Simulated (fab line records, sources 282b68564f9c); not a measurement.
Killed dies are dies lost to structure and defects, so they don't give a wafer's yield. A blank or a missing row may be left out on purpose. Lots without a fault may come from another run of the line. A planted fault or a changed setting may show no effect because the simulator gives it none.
Chamber matching | flow rit_cmos | RIT_GATE_ETCH_19 on rie_si-01: 4 sister chambers
The step etches poly-Si in SF6/CHF3/O2, stops on SiO2, time 165 s, target depth 312.5 nm. 14 wafers are shown with their chamber, then 7 later ones without.

WAFERS WITH THEIR CHAMBER
wafer  | chamber | throttle_valve_pct (%) | drypump_motor_current_A (A) | oes_product_au (a.u.)
L210.1 | 2       | 10.31                  | 6.3                         | 0.836
L210.4 | 1       | 9.98                   | 6.5                         | 0.851
L210.6 | 1       | 9.97                   | 6.5                         | 0.836
L212.2 | 3       | 10.24                  | 5.7                         | 0.862
L212.4 | 1       | 9.94                   | 6.6                         | 0.844
L212.6 | 2       | 10.30                  | 6.4                         | 0.845
L216.1 | 1       | 9.97                   | 6.5                         | 0.847
L216.2 | 2       | 10.29                  | 6.4                         | 0.838
L216.6 | 3       | 10.25                  | 5.7                         | 0.857
L224.3 | 0       | 10.11                  | 6.1                         | 0.849
L224.5 | 3       | 10.23                  | 5.7                         | 0.870
L224.6 | 2       | 10.31                  | 6.4                         | 0.853
L228.2 | 3       | 10.24                  | 5.6                         | 0.857
L228.4 | 0       | 10.12                  | 6.1                         | 0.836

SIGNATURES (means of the wafers above)
reading                 | chamber 0 | chamber 1 | chamber 2 | chamber 3 | scatter within a chamber
throttle_valve_pct      | 10.1150   | 9.9650    | 10.3025   | 10.2400   | 0.0119
drypump_motor_current_A | 6.100     | 6.525     | 6.375     | 5.675     | 0.0474
oes_product_au          | 0.84250   | 0.84450   | 0.84300   | 0.86150   | 0.00705
Rule: a wafer's distance from a chamber is the root of the sum, over the readings, of the square of ((its reading less the chamber's mean) divided by the reading's scatter). The wafer belongs to the nearest chamber; if the next one is less than 2 further off, it can't be placed. The scatter: the root of (the sum of the squares of (reading less its chamber's mean) over the shown wafers, divided by (wafers less chambers)).

WAFERS WITHOUT THEIR CHAMBER
wafer  | throttle_valve_pct (%) | drypump_motor_current_A (A) | oes_product_au (a.u.)
L228.6 | 10.31                  | 6.4                         | 0.852
L230.1 | 10.12                  | 6.0                         | 0.841
L230.5 | 9.97                   | 6.5                         | 0.857
L230.6 | 10.31                  | 6.3                         | 0.857
L232.2 | 10.32                  | 6.4                         | 0.848
L232.4 | 10.23                  | 5.6                         | 0.868
L232.5 | 10.30                  | 6.4                         | 0.845

WHICH CHAMBER EACH WENT THROUGH
wafer  | from the rows above | in truth
L228.6 | 2                   | 2
L230.1 | 0                   | 0
L230.5 | 1                   | 1
L230.6 | 2                   | 2
L232.2 | 2                   | 2
L232.4 | 3                   | 3
L232.5 | 2                   | 2
Placed correctly: 7 of 7. Can't be placed from these rows: 0. Placed wrongly: 0.
